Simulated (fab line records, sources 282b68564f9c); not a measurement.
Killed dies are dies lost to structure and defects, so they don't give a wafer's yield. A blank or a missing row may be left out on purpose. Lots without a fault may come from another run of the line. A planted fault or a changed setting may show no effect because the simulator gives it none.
fab line records | flow rit_cmos | part 1 of 2: steps 1 to 33 of 45
record lots=5 wafers=15 last_day=5
route steps=202 shown GATE@95 REOX@98 NLDD@103 PLDD@114 SPACER@125 NSD@131
lots that met no fault: from a run of the same line without faults
start_h: hours from the record's first day to the start of the lot's first wafer shown | wait_h: hours since the lot's step before | " the same as in the row above | L1.1+2: a row that stands for several wafers | - no value, or no start given | * or withheld: withheld | < > ~ a bound
route shown NAME@n: a module of which the file shows steps, and the number in the route of the first | usual: mean/standard deviation of fault-free wafers | same: alike in all rows | chamber/n: place in a boat | sites: the reading at each site | _std_site: their standard deviation | _edge_site: outer sites' mean less inner sites' | radius_mm: how far each site lies from the wafer's centre | mask NAME#n: copy n | behind: the tool/chamber that last shaped the wafer | hold: why the lot was held/for how many hours/how that ended | device: the transistor (n, p or np) that didn't switch | end of line: the same wafers' tests at the end of the route | a step without rows: its recipe alone | killed: dies lost to structure and defects at the first sort, not the wafer's yield | map: a wafer's dies, x killed, . not, _ none there
set.NAME: the setting as run; set.NAME@STEP: as run at that earlier step | model.NAME: the simulator's own value behind a step, which no gauge read
lots at some steps of the route; a table a step, a row a wafer
services: from which hour (start_h, from the record's first day; less than 0 if before it) a tool's chamber was out of use, for how many hours, and why
## steps
# step RIT_GATE_ETCH_19
# recipe chemistry=SF6/CHF3/O2 time_s=165 SF6_flow_sccm=30 CHF3_flow_sccm=30 O2_flow_sccm=5 target=poly-Si pressure_mtorr=40 rf_w=160 target_depth_a=3125 over_etch_frac=0.25 stop_on=SiO2
# usual drypump_motor_current_A=5.6/0.7 oes_product_au=0.843/0.01 throttle_valve_pct=10.23/0.13
# columns lot.wafer tool chamber start_h wait_h drypump_motor_current_A oes_product_au rf_hours_counter_h throttle_valve_pct
L074.2 rie_si-01 0 36.68 0.1 5.2 0.851 155 10.10
L074.4 " 2 " " 6.6 0.857 124 10.41
L074.6 " 1 " " 6.3 0.837 - 10.31
L075.3 rie_si-02 2 41.40 0.1 4.8 0.831 141 10.20
L075.5 " 3 " " 5.1 0.843 - 10.10
L075.6 " 0 " " 4.9 0.844 - 10.35
L077.1 rie_si-02 2 52.94 0.1 4.8 0.834 141 10.19
L077.2 " 3 " " 5.1 0.849 103 10.10
L077.5 " 2 " " 4.8 0.845 - 10.19
L080.1 rie_si-01 2 67.53 0.1 6.7 0.855 125 10.42
L080.2 " 0 " " 5.2 0.841 155 10.10
L080.3 " 3 " " 5.6 0.838 2 10.24
L085.2 rie_si-02 0 96.16 0.1 4.9 0.852 8 10.35
L085.3 " 1 " " 6.4 0.846 63 10.06
L085.6 " 2 " " 4.8 0.843 - 10.19
# step RIT_GATE_STRIP_20
# recipe chemistry=O2 time_s=180 resist=NOVOLAK platen_temp_c=withheld power_w=500 pressure_mtorr=4000 o2_flow_sccm=4000
# usual drypump_motor_current_A=5.4/0.37
# columns lot.wafer tool chamber start_h wait_h drypump_motor_current_A rf_hours_counter_h
L074.2 plasma_asher-03 1 36.79 0.1 5.0 39
L074.4 " 0 " " 5.9 -
L074.6 " 0 " " 5.9 -
L075.3 plasma_asher-03 0 41.56 0.1 5.9 -
L075.5 " 1 " " 5.0 -
L075.6 " 0 " " 5.9 -
L077.1 plasma_asher-03 0 53.05 0.1 5.9 41
L077.2 " 1 " " 5.0 41
L077.5 " 0 " " 5.9 -
L080.1 plasma_asher-04 1 67.64 0.1 5.2 42
L080.2 " 0 " " 5.9 42
L080.3 " 0 " " 5.9 -
L085.2 plasma_asher-03 1 96.27 0.1 5.0 45
L085.3 " 0 " " 5.9 -
L085.6 " 1 " " 5.0 -
# step RIT_GATE_CD_MEAS_90
# recipe target_cd_nm=150
# usual cd_nm=150.0/2.5
# columns lot.wafer tool chamber start_h wait_h cd_nm
L074.2 cd_sem-01 - 36.98 0.1 151.0
L074.4 " - " " 153.1
L074.6 " - " " 150.2
L075.3 cd_sem-01 - 41.72 0.1 151.9
L075.5 " - " " 148.5
L075.6 " - " " 148.4
L077.1 cd_sem-01 - 53.22 0.1 152.6
L077.2 " - " " 152.2
L077.5 " - " " 154.2
L080.1 cd_sem-02 - 67.81 0.1 152.4
L080.2 " - " " 151.7
L080.3 " - " " 152.2
L085.2 cd_sem-01 - 96.46 0.1 149.4
L085.3 " - " " 148.3
L085.6 " - " " 149.7
# step RIT_REOX_CLEAN_00
# recipe chemistry=SC1 mix=3:3:50 time_s=600 temp_c=75
# columns lot.wafer tool chamber start_h wait_h
L074.2+4+6 wet_bench-03 0 37.08 0.1
L075.3+5+6 wet_bench-02 2 41.80 0.1
L077.1+2+5 wet_bench-02 2 53.34 0.1
L080.1+2+3 wet_bench-02 3 67.93 0.1
L085.2+3+6 wet_bench-04 0 96.56 0.1
# step RIT_REOX_CLEAN_01
# recipe chemistry=dHF dilution=50:1 time_s=30
# columns lot.wafer tool chamber start_h wait_h
L074.2+4+6 wet_bench-02 0 37.26 0.0
L075.3+5+6 wet_bench-04 0 41.99 0.0
L077.1+2+5 wet_bench-02 1 53.52 0.0
L080.1+2+3 wet_bench-04 0 68.12 0.0
L085.2+3+6 wet_bench-03 1 96.74 0.0
# step RIT_REOX_CLEAN_02
# recipe chemistry=SC2 mix=3:3:50 time_s=600 temp_c=75 dry=n2_spin
# columns lot.wafer tool chamber start_h wait_h
L074.2+4+6 wet_bench-03 1 37.27 0.0
L075.3+5+6 wet_bench-03 3 42.01 0.0
L077.1+2+5 wet_bench-02 2 53.54 0.0
L080.1+2+3 wet_bench-03 1 68.14 0.0
L085.2+3+6 wet_bench-04 1 96.76 0.0
# step RIT_REOX_OXIDATION_03
# recipe temp_c=900 ambient=O2 target_thk_a=252 ox_time_s=5580
# usual spike_tc_source_C=927.1/2.8
# same ox_time_s=5580
# columns lot.wafer tool chamber start_h wait_h spike_tc_source_C
L074.2 furnace-03 0 37.86 0.4 923.8
L074.4 " 0 " " 922.9
L074.6 " 0 " " 923.8
L075.3 furnace-04 0 42.20 0.0 923.8
L075.5 " 0 " " 924.9
L075.6 " 0 " " 924.0
L077.1 furnace-04 0 53.71 0.0 923.7
L077.2 " 0 " " 924.0
L077.5 " 0 " " 924.2
L080.1 furnace-01 0 69.16 0.9 930.3
L080.2 " 0 " " 931.5
L080.3 " 0 " " 928.7
L085.2 furnace-01 0 96.93 0.0 929.5
L085.3 " 0 " " 929.0
L085.6 " 0 " " 930.7
# step RIT_REOX_THK_MEAS_04
# recipe reads=SiO2_of_REOX_OXIDATION_03
# usual REOX_OXIDE_THK=25.2/0.57
# columns lot.wafer tool chamber start_h wait_h REOX_OXIDE_THK[nm]
L074.2 film_metro-01 - 40.42 0.0 25.9
L074.4 " - " " 26.2
L074.6 " - " " 25.6
L075.3 film_metro-01 - 44.77 0.0 25.5
L075.5 " - " " 25.1
L075.6 " - " " 25.7
L077.1 film_metro-01 - 56.26 0.0 25.7
L077.2 " - " " 26.0
L077.5 " - " " 26.2
L080.1 film_metro-03 - 71.71 0.0 25.3
L080.2 " - " " 25.3
L080.3 " - " " 25.3
L085.2 film_metro-03 - 99.49 0.0 25.1
L085.3 " - " " 25.2
L085.6 " - " " 25.0
# step RIT_NLDD_HMDS_00
# recipe prime_time_s=60 prime_temp_c=140
# columns lot.wafer tool chamber start_h wait_h
L074.2+4+6 litho_track-04 0 40.49 0.1
L075.3+5+6 litho_track-02 0 44.86 0.1
L077.1+2+5 litho_track-04 0 56.32 0.1
L080.1+2+3 litho_track-04 0 71.77 0.1
L085.2+3+6 litho_track-01 0 99.57 0.1
# step RIT_NLDD_COAT_01
# recipe resist=NOVOLAK spin_rpm=3250 resist_thk_nm=1000
# usual spin_speed_rpm=3250.6/2.3
# columns lot.wafer tool chamber start_h wait_h spin_speed_rpm
L074.2 litho_track-04 0 40.64 0.1 3253.0
L074.4 " 0 " " 3248.8
L074.6 " 0 " " 3249.0
L075.3 litho_track-02 0 45.01 0.1 3251.7
L075.5 " 0 " " 3249.7
L075.6 " 0 " " 3246.5
L077.1 litho_track-04 0 56.47 0.1 3248.5
L077.2 " 0 " " 3254.8
L077.5 " 0 " " 3252.0
L080.1 litho_track-04 0 71.92 0.1 3247.4
L080.2 " 0 " " 3252.4
L080.3 " 0 " " 3246.0
L085.2 litho_track-01 0 99.72 0.1 3252.7
L085.3 " 0 " " 3249.3
L085.6 " 0 " " 3254.2
# step RIT_NLDD_SOFTBAKE_02
# recipe resist=NOVOLAK temp_c=90 time_s=60
# usual heater_power_total_W=34.56/0.05
# columns lot.wafer tool chamber start_h wait_h heater_power_total_W
L074.2 litho_track-04 0 40.79 0.1 34.59
L074.4 " 0 " " 34.53
L074.6 " 0 " " 34.53
L075.3 litho_track-02 0 45.16 0.1 34.48
L075.5 " 0 " " 34.61
L075.6 " 0 " " 34.60
L077.1 litho_track-04 0 56.62 0.1 34.53
L077.2 " 0 " " 34.57
L077.5 " 0 " " 34.63
L080.1 litho_track-04 0 72.07 0.1 34.59
L080.2 " 0 " " 34.58
L080.3 " 0 " " 34.52
L085.2 litho_track-01 0 99.87 0.1 34.50
L085.3 " 0 " " 34.55
L085.6 " 0 " " 34.55
# step RIT_NLDD_EXPOSE_03
# recipe mask_id=M7 na=0.57 target_cd_nm=40700 dose_mj=250
# same na=0.57
# columns lot.wafer tool chamber start_h wait_h mask
L074.2+4+6 iline_stepper-01 0 40.94 0.1 M7#0
L075.3+5+6 iline_stepper-01 0 45.30 0.1 M7#0
L077.1+2+5 iline_stepper-01 0 56.77 0.1 M7#0
L080.1+2+3 iline_stepper-02 0 72.22 0.1 M7#0
L085.2+3+6 iline_stepper-01 0 100.01 0.1 M7#0
# step RIT_NLDD_PEB_04
# recipe resist=NOVOLAK temp_c=withheld time_s=withheld
# columns lot.wafer tool chamber start_h wait_h
L074.2+4+6 litho_track-02 0 41.06 0.1
L075.3+5+6 litho_track-02 0 45.47 0.1
L077.1+2+5 litho_track-02 0 56.89 0.1
L080.1+2+3 litho_track-04 0 72.34 0.1
L085.2+3+6 litho_track-02 0 100.13 0.1
# step RIT_NLDD_DEVELOP_05
# recipe resist=NOVOLAK develop_time_s=50 dev_temp_c=23
# columns lot.wafer tool chamber start_h wait_h
L074.2+4+6 litho_track-02 0 - -
L075.3+5+6 litho_track-02 0 - -
L077.1+2+5 litho_track-02 0 - -
L080.1+2+3 litho_track-04 0 - -
L085.2+3+6 litho_track-02 0 - -
# step RIT_NLDD_OVL_MEAS_06
# usual NLDD_OVL=0.6/1.4
# columns lot.wafer tool chamber start_h wait_h NLDD_OVL[nm]
L074.2 overlay-02 - 41.32 - 1.5
L074.4 " - " " 2.3
L074.6 " - " " 2.5
L075.3 overlay-02 - 45.71 - 0.9
L075.5 " - " " 0.6
L075.6 " - " " 2.7
L077.1 overlay-01 - 57.17 - 2.5
L077.2 " - " " 2.2
L077.5 " - " " 3.1
L080.1 overlay-01 - 72.62 - 2.2
L080.2 " - " " 2.2
L080.3 " - " " -0.2
L085.2 overlay-02 - 100.40 - 0.2
L085.3 " - " " 2.7
L085.6 " - " " 1.7
# step RIT_NLDD_HARDBAKE_07
# recipe resist=NOVOLAK temp_c=140 time_s=60
# usual heater_power_total_W=62.55/0.048
# columns lot.wafer tool chamber start_h wait_h heater_power_total_W
L074.2 litho_track-02 0 41.38 0.0 62.56
L074.4 " 0 " " 62.52
L074.6 " 0 " " 62.57
L075.3 litho_track-02 0 45.79 0.1 62.58
L075.5 " 0 " " 62.64
L075.6 " 0 " " 62.44
L077.1 litho_track-01 0 57.21 0.0 62.56
L077.2 " 0 " " 62.49
L077.5 " 0 " " 62.47
L080.1 litho_track-02 0 72.66 0.0 62.45
L080.2 " 0 " " 62.52
L080.3 " 0 " " 62.55
L085.2 litho_track-01 0 100.54 0.1 62.60
L085.3 " 0 " " 62.55
L085.6 " 0 " " 62.48
# step RIT_NLDD_IMPLANT_08
# recipe species=P energy_kev=20 dose_cm2=5e+14 tilt_deg=7
# same implant_ion_amu=31
# columns lot.wafer tool chamber start_h wait_h
L074.2+4+6 implanter-03 0 41.53 0.1
L075.3+5+6 implanter-03 0 45.94 0.1
L077.1+2+5 implanter-02 0 57.36 0.1
L080.1+2+3 implanter-02 0 72.81 0.1
L085.2+3+6 implanter-03 0 100.69 0.1
# step RIT_NLDD_STRIP_09
# recipe chemistry=O2 time_s=180 resist=NOVOLAK platen_temp_c=withheld power_w=500 pressure_mtorr=4000 o2_flow_sccm=4000
# usual drypump_motor_current_A=5.38/0.27
# columns lot.wafer tool chamber start_h wait_h drypump_motor_current_A rf_hours_counter_h
L074.2 plasma_asher-02 1 41.65 0.1 5.41 25
L074.4 " 1 " " 5.42 -
L074.6 " 1 " " 5.44 -
L075.3 plasma_asher-02 0 46.10 0.1 5.35 -
L075.5 " 0 " " 5.36 -
L075.6 " 1 " " 5.46 -
L077.1 plasma_asher-03 0 57.51 0.1 5.92 41
L077.2 " 1 " " 4.96 41
L077.5 " 0 " " 5.95 -
L080.1 plasma_asher-03 0 72.96 0.1 5.91 43
L080.2 " 1 " " 4.97 43
L080.3 " 0 " " 5.92 -
L085.2 plasma_asher-02 1 100.81 0.1 5.39 31
L085.3 " 1 " " 5.37 -
L085.6 " 1 " " 5.39 -
# step RIT_NLDD_TW_MEAS_10
# usual NLDD_TW=2466/37
# columns lot.wafer tool chamber start_h wait_h NLDD_TW
L074.2 film_metro-02 - 41.84 0.1 2464
L074.4 " - " " 2467
L074.6 " - " " 2459
L075.3 film_metro-02 - 46.23 0.1 2463
L075.5 " - " " 2455
L075.6 " - " " 2461
L077.1 film_metro-01 - 57.68 0.1 2424
L077.2 " - " " 2434
L077.5 " - " " 2423
L080.1 film_metro-01 - 73.13 0.1 2454
L080.2 " - " " 2452
L080.3 " - " " 2437
L085.2 film_metro-02 - 101.00 0.1 2463
L085.3 " - " " 2460
L085.6 " - " " 2462
# step RIT_PLDD_HMDS_00
# recipe prime_time_s=60 prime_temp_c=140
# columns lot.wafer tool chamber start_h wait_h
L074.2+4+6 litho_track-02 0 41.91 0.1
L075.3+5+6 litho_track-04 0 46.32 0.1
L077.1+2+5 litho_track-03 0 57.78 0.1
L080.1+2+3 litho_track-03 0 73.19 0.1
L085.2+3+6 litho_track-04 0 101.07 0.1
# step RIT_PLDD_COAT_01
# recipe resist=NOVOLAK spin_rpm=3250 resist_thk_nm=1000
# usual spin_speed_rpm=3250.1/2.5
# columns lot.wafer tool chamber start_h wait_h spin_speed_rpm
L074.2 litho_track-02 0 42.06 0.1 3248.0
L074.4 " 0 " " 3249.7
L074.6 " 0 " " 3252.7
L075.3 litho_track-04 0 46.47 0.1 3251.8
L075.5 " 0 " " 3250.7
L075.6 " 0 " " 3248.1
L077.1 litho_track-03 0 57.93 0.1 3251.6
L077.2 " 0 " " 3249.8
L077.5 " 0 " " 3250.2
L080.1 litho_track-03 0 73.34 0.1 3250.2
L080.2 " 0 " " 3252.8
L080.3 " 0 " " 3251.6
L085.2 litho_track-04 0 101.22 0.1 3249.9
L085.3 " 0 " " 3253.5
L085.6 " 0 " " 3251.6
# step RIT_PLDD_SOFTBAKE_02
# recipe resist=NOVOLAK temp_c=90 time_s=60
# usual heater_power_total_W=34.56/0.049
# columns lot.wafer tool chamber start_h wait_h heater_power_total_W
L074.2 litho_track-02 0 42.21 0.1 34.57
L074.4 " 0 " " 34.58
L074.6 " 0 " " 34.53
L075.3 litho_track-04 0 46.62 0.1 34.60
L075.5 " 0 " " 34.56
L075.6 " 0 " " 34.66
L077.1 litho_track-03 0 58.08 0.1 34.64
L077.2 " 0 " " 34.52
L077.5 " 0 " " 34.54
L080.1 litho_track-03 0 73.49 0.1 34.63
L080.2 " 0 " " 34.59
L080.3 " 0 " " 34.59
L085.2 litho_track-04 0 101.37 0.1 34.48
L085.3 " 0 " " 34.48
L085.6 " 0 " " 34.63
# step RIT_PLDD_EXPOSE_03
# recipe mask_id=M8 na=0.57 target_cd_nm=40900 dose_mj=250
# same na=0.57
# columns lot.wafer tool chamber start_h wait_h mask
L074.2+4+6 iline_stepper-02 0 42.48 0.2 M8#0
L075.3+5+6 iline_stepper-02 0 46.76 0.1 M8#0
L077.1+2+5 iline_stepper-02 0 58.23 0.1 M8#0
L080.1+2+3 iline_stepper-02 0 73.64 0.1 M8#0
L085.2+3+6 iline_stepper-01 0 101.64 0.2 M8#0
# step RIT_PLDD_PEB_04
# recipe resist=NOVOLAK temp_c=withheld time_s=withheld
# columns lot.wafer tool chamber start_h wait_h
L074.2+4+6 litho_track-03 0 42.61 0.1
L075.3+5+6 litho_track-04 0 46.89 0.1
L077.1+2+5 litho_track-04 0 58.35 0.1
L080.1+2+3 litho_track-03 0 73.76 0.1
L085.2+3+6 litho_track-03 0 101.77 0.1
# step RIT_PLDD_DEVELOP_05
# recipe resist=NOVOLAK develop_time_s=50 dev_temp_c=23
# columns lot.wafer tool chamber start_h wait_h
L074.2+4+6 litho_track-03 0 - -
L075.3+5+6 litho_track-04 0 - -
L077.1+2+5 litho_track-04 0 - -
L080.1+2+3 litho_track-03 0 - -
L085.2+3+6 litho_track-03 0 - -
# step RIT_PLDD_OVL_MEAS_06
# usual PLDD_OVL=0.6/1.6
# columns lot.wafer tool chamber start_h wait_h PLDD_OVL[nm]
L074.2 overlay-01 - 42.87 - -1.3
L074.4 " - " " 0.6
L074.6 " - " " -0.9
L075.3 overlay-01 - 47.13 - 0.5
L075.5 " - " " 0.2
L075.6 " - " " 0.8
L077.1 overlay-01 - 58.63 - 0.2
L077.2 " - " " 3.0
L077.5 " - " " 3.7
L080.1 overlay-02 - 74.04 - -1.6
L080.2 " - " " -1.4
L080.3 " - " " -2.2
L085.2 overlay-01 - 102.03 - 3.2
L085.3 " - " " 4.6
L085.6 " - " " 3.2
# step RIT_PLDD_HARDBAKE_07
# recipe resist=NOVOLAK temp_c=140 time_s=60
# usual heater_power_total_W=62.54/0.048
# columns lot.wafer tool chamber start_h wait_h heater_power_total_W
L074.2 litho_track-03 0 42.93 0.0 62.55
L074.4 " 0 " " 62.57
L074.6 " 0 " " 62.48
L075.3 litho_track-03 0 47.21 0.1 62.55
L075.5 " 0 " " 62.51
L075.6 " 0 " " 62.48
L077.1 litho_track-02 0 58.67 0.0 62.61
L077.2 " 0 " " 62.53
L077.5 " 0 " " 62.48
L080.1 litho_track-02 0 74.08 0.0 62.60
L080.2 " 0 " " 62.50
L080.3 " 0 " " 62.45
L085.2 litho_track-03 0 102.09 0.0 62.55
L085.3 " 0 " " 62.56
L085.6 " 0 " " 62.49
# step RIT_PLDD_IMPLANT_08
# recipe species=BF2 energy_kev=20 dose_cm2=9e+14 tilt_deg=7
# same implant_ion_amu=49
# columns lot.wafer tool chamber start_h wait_h
L074.2+4+6 implanter-03 0 43.08 0.1
L075.3+5+6 implanter-03 0 47.36 0.1
L077.1+2+5 implanter-03 0 58.82 0.1
L080.1+2+3 implanter-03 0 74.23 0.1
L085.2+3+6 implanter-04 0 102.24 0.1
# step RIT_PLDD_STRIP_09
# recipe chemistry=O2 time_s=180 resist=NOVOLAK platen_temp_c=withheld power_w=500 pressure_mtorr=4000 o2_flow_sccm=4000
# usual drypump_motor_current_A=5.4/0.37
# columns lot.wafer tool chamber start_h wait_h drypump_motor_current_A rf_hours_counter_h
L074.2 plasma_asher-02 1 43.20 0.1 5.4 25
L074.4 " 1 " " 5.4 -
L074.6 " 0 " " 5.4 -
L075.3 plasma_asher-03 0 47.52 0.1 5.9 -
L075.5 " 1 " " 5.0 -
L075.6 " 0 " " 5.9 -
L077.1 plasma_asher-03 1 58.97 0.1 5.0 42
L077.2 " 0 " " 5.9 42
L077.5 " 1 " " 5.0 -
L080.1 plasma_asher-03 1 74.38 0.1 5.0 43
L080.2 " 0 " " 5.9 43
L080.3 " 1 " " 5.0 -
L085.2 plasma_asher-04 1 102.36 0.1 5.2 45
L085.3 " 0 " " 6.0 -
L085.6 " 0 " " 5.9 -
# step RIT_PLDD_TW_MEAS_10
# usual PLDD_TW=2304/30
# columns lot.wafer tool chamber start_h wait_h PLDD_TW
L074.2 film_metro-04 - 43.39 0.1 2350
L074.4 " - " " 2348
L074.6 " - " " 2340
L075.3 film_metro-01 - 47.65 0.1 2286
L075.5 " - " " 2294
L075.6 " - " " 2304
L077.1 film_metro-01 - 59.15 0.1 2292
L077.2 " - " " 2288
L077.5 " - " " 2282
L080.1 film_metro-01 - 74.56 0.1 2296
L080.2 " - " " 2304
L080.3 " - " " 2306
L085.2 film_metro-01 - 102.55 0.1 2290
L085.3 " - " " 2298
L085.6 " - " " 2293
# step RIT_SPACER_CLEAN_00
# recipe chemistry=SC1 mix=3:3:50 time_s=600 temp_c=75
# columns lot.wafer tool chamber start_h wait_h
L074.2+4+6 wet_bench-02 3 43.44 0.0
L075.3+5+6 wet_bench-03 3 47.69 0.0
L077.1+2+5 wet_bench-02 3 59.21 0.1
L080.1+2+3 wet_bench-02 0 74.62 0.1
L085.2+3+6 wet_bench-01 3 102.60 0.0
# step RIT_SPACER_CLEAN_01
# recipe chemistry=dHF dilution=50:1 time_s=30
# columns lot.wafer tool chamber start_h wait_h
L074.2+4+6 wet_bench-03 2 43.63 0.0
L075.3+5+6 wet_bench-02 1 47.88 0.0
L077.1+2+5 wet_bench-03 1 59.38 0.0
L080.1+2+3 wet_bench-01 0 74.81 0.0
L085.2+3+6 wet_bench-03 0 102.77 0.0
# step RIT_SPACER_CLEAN_02
# recipe chemistry=SC2 mix=3:3:50 time_s=600 temp_c=75 dry=n2_spin
# columns lot.wafer tool chamber start_h wait_h
L074.2+4+6 wet_bench-02 3 43.64 0.0
L075.3+5+6 wet_bench-01 2 47.90 0.0
L077.1+2+5 wet_bench-02 1 59.40 0.0
L080.1+2+3 wet_bench-02 2 74.82 0.0
L085.2+3+6 wet_bench-02 0 102.79 0.0
